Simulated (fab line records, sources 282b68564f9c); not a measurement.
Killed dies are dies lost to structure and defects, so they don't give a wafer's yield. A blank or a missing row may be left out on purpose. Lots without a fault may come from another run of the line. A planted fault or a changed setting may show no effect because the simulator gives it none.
One fault seen from 2 desks | flow rit_cmos | each desk has only its own numbers; what lay behind them comes last

THE METROLOGY DESK
What the gauges read, lot by lot, whatever tool the lot ran on: means of the sampled wafers that have a number. A lot is out of limits, marked OUT, if its mean lies more than 4 standard deviations from the usual mean; the brackets give that distance.
Columns: A = GATE_OXIDE_THK at RIT_GATE_THK_MEAS_07, usual 2.97 nm
lot  | first seen here | A
L647 | day 2 10:20     | 3.00
L649 | day 3 00:46     | 2.98
L653 | day 3 15:08     | 2.87
L654 | day 3 21:02     | 2.92
L657 | day 4 12:23     | 2.88
L658 | day 4 17:25     | 4.00 (+18) OUT
L662 | day 5 16:13     | 4.04 (+18) OUT
L664 | day 5 23:51     | 2.94
L665 | day 6 03:26     | 2.94
L666 | day 6 12:03     | 2.97
L667 | day 6 13:22     | 3.01
L668 | day 6 20:02     | 2.93
L669 | day 7 01:24     | 2.97
L670 | day 7 06:14     | 3.00
This desk's finding: out of limits on L658, L662; first on L658, day 4 17:25 (GATE_OXIDE_THK at RIT_GATE_THK_MEAS_07). In limits: L647, L649, L653, L654, L657, L664, L665, L666, L667, L668, L669, L670.

THE TOOL OWNER'S DESK: furnace-01
The tool's own readings at RIT_GATE_OXIDATION_05 (target thk 3 nm, ox time 270 s): means of the sampled wafers that have a number, for each lot that ran on this tool. A lot is out of limits, marked OUT, if its mean lies more than 4 standard deviations from the usual mean; the brackets give that distance.
Columns: A = spike_tc_centre_C at RIT_GATE_OXIDATION_05, usual 901.3 C; B = spike_tc_source_C at RIT_GATE_OXIDATION_05, usual 924.5 C
lot  | first seen here | A     | B
L653 | day 3 13:47     | 901.6 | 921.4
L654 | day 3 19:43     | 901.8 | 921.8
L657 | day 4 11:04     | 901.5 | 922.5
L658 | day 4 15:03     | 902.1 | 921.9
L662 | day 5 13:11     | 902.1 | 921.2
This desk's finding: nothing out of limits on any of the 5 lots.

PUT TOGETHER
The metrology desk could have raised an alarm at day 4 17:25, on L658, L662.
The tool owner's desk saw nothing out of limits.
The tool owner's desk has L658, L662 on record, within its limits.
Of the lots named, all ran RIT_GATE_OXIDATION_05 on furnace-01.

WHAT THE SIMULATOR HAD PUT IN
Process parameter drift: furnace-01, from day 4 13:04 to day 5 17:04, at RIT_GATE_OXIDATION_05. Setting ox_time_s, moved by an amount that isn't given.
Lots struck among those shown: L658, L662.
Hours from the fault's start to each desk's first reading out of limits: the metrology desk, 4.
